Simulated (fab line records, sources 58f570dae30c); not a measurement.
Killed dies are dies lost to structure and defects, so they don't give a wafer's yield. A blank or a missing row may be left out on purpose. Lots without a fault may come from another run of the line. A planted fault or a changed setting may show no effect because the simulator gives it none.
Which tool did it? | flow berkeley_cmos170 | 7 lots, 21 wafers sampled, at 2 steps of a route of 331

WHAT THE GAUGES READ, wafer by wafer
UCB170_M1_RS_MEAS_01: measures by four-point-probe.
lot  | measured     | on            | M1_AL_RS (ohm/sq)
L888 | day 6 17:38  | film_metro-02 | 0.0485 0.0486 0.0482
L892 | day 7 14:25  | film_metro-02 | 0.0483 0.0486 0.0477
L898 | day 8 22:44  | film_metro-02 | 0.0490 0.0488 0.0485
L899 | day 8 23:13  | film_metro-01 | 0.0397 0.0399 0.0396
L901 | day 9 23:45  | film_metro-02 | 0.0393 0.0399 0.0395
L906 | day 10 22:08 | film_metro-02 | 0.0489 0.0484 0.0488
L911 | day 11 16:20 | film_metro-02 | 0.0490 0.0481 0.0487

WHICH TOOL RAN EACH LOT (tool, then ch and the chambers of the sampled wafers, then the start)
lot  | UCB170_M1_SPUTTER_00
L888 | pvd_sputter-03, day 6 17:34
L892 | pvd_sputter-01, day 7 14:21
L898 | pvd_sputter-02, day 8 22:38
L899 | pvd_sputter-01, day 8 23:08
L901 | pvd_sputter-01, day 9 23:39
L906 | pvd_sputter-02, day 10 22:01
L911 | pvd_sputter-03, day 11 16:16
- UCB170_M1_SPUTTER_00: material Al, target thk 600 nm, time 80 s.

THE ANSWER, worked out from the rows above alone
Rule: what is usual is taken from the lots themselves. Put in order of their means at a reading, lots are off if they are a third of the lots or fewer, leave a main group of 4 or more, and stand apart from it by a gap of 3 or more times the standard deviation of the main group's means; of several such gaps the widest counts. A main group whose means are all the same, to the digits that the tables above print for the reading, isn't used. A lot without any number at a reading at which 4 lots or more have one is off too. The other lots that the step has rows for count as sound.
Off: L899, L901, at UCB170_M1_RS_MEAS_01 (M1_AL_RS). The main group: mean 0.0485 ohm/sq, standard deviation 0.0002.
A tool fits if, at a process step before that reading, it ran every lot that is off, and no sound lot after the first of them. The gauges at UCB170_M1_RS_MEAS_01 are tried like those tools. One fits: pvd_sputter-01 at UCB170_M1_SPUTTER_00. Its last sound lot is L892 (day 7 14:21), its first lot that is off L899 (day 8 23:08): a fault that began between those two fits.

WHAT THE SIMULATOR HAD PUT IN
Process parameter drift: pvd_sputter-01, from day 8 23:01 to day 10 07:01, at UCB170_M1_SPUTTER_00. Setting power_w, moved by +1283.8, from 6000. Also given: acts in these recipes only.
Lots struck among those shown: L899, L901. The rule above found the same.
